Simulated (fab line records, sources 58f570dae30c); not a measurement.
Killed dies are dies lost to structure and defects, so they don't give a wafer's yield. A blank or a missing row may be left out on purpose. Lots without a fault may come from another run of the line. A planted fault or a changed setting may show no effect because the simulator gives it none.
Which tool did it? | flow berkeley_cmos170 | 7 lots, 21 wafers sampled, at 2 steps of a route of 331

WHAT THE GAUGES READ, wafer by wafer
UCB170_PVT_TW_MEAS_09.
lot  | measured     | on            | PVT_TW
L670 | day 6 05:44  | film_metro-03 | 498 501 504
L673 | day 6 15:49  | film_metro-02 | 507 506 506
L675 | day 6 23:56  | film_metro-04 | 510 509 511
L682 | day 9 01:37  | film_metro-03 | 468 466 466
L687 | day 9 06:09  | film_metro-03 | 505 506 505
L690 | day 10 04:45 | film_metro-03 | 502 496 500
L691 | day 10 08:55 | film_metro-03 | 498 496 498

WHICH TOOL RAN EACH LOT (tool, then ch and the chambers of the sampled wafers, then the start)
lot  | UCB170_PVT_IMPLANT_07
L670 | implanter-03 ch 0, day 6 05:29
L673 | implanter-02 ch 0, day 6 15:34
L675 | implanter-04 ch 0, day 6 23:41
L682 | implanter-04 ch 0, day 9 01:23
L687 | implanter-02 ch 0, day 9 05:54
L690 | implanter-02 ch 0, day 10 04:31
L691 | implanter-03 ch 0, day 10 08:40
- UCB170_PVT_IMPLANT_07

THE ANSWER, worked out from the rows above alone
Rule: what is usual is taken from the lots themselves. Put in order of their means at a reading, lots are off if they are a third of the lots or fewer, leave a main group of 4 or more, and stand apart from it by a gap of 3 or more times the standard deviation of the main group's means; of several such gaps the widest counts. A main group whose means are all the same, to the digits that the tables above print for the reading, isn't used. A lot without any number at a reading at which 4 lots or more have one is off too. The other lots that the step has rows for count as sound.
Off: L682, at UCB170_PVT_TW_MEAS_09 (PVT_TW). The main group: mean 503, standard deviation 4.4.
A tool fits if, at a process step before that reading, it ran every lot that is off, and no sound lot after the first of them. The gauges at UCB170_PVT_TW_MEAS_09 are tried like those tools. One fits: implanter-04 at UCB170_PVT_IMPLANT_07. Its last sound lot is L675 (day 6 23:41), its first lot that is off L682 (day 9 01:23): a fault that began between those two fits.

WHAT THE SIMULATOR HAD PUT IN
Process parameter drift: implanter-04, from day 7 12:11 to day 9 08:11, at UCB170_PVT_IMPLANT_07. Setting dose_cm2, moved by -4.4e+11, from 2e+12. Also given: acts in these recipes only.
Lots struck among those shown: L682. The rule above found the same.
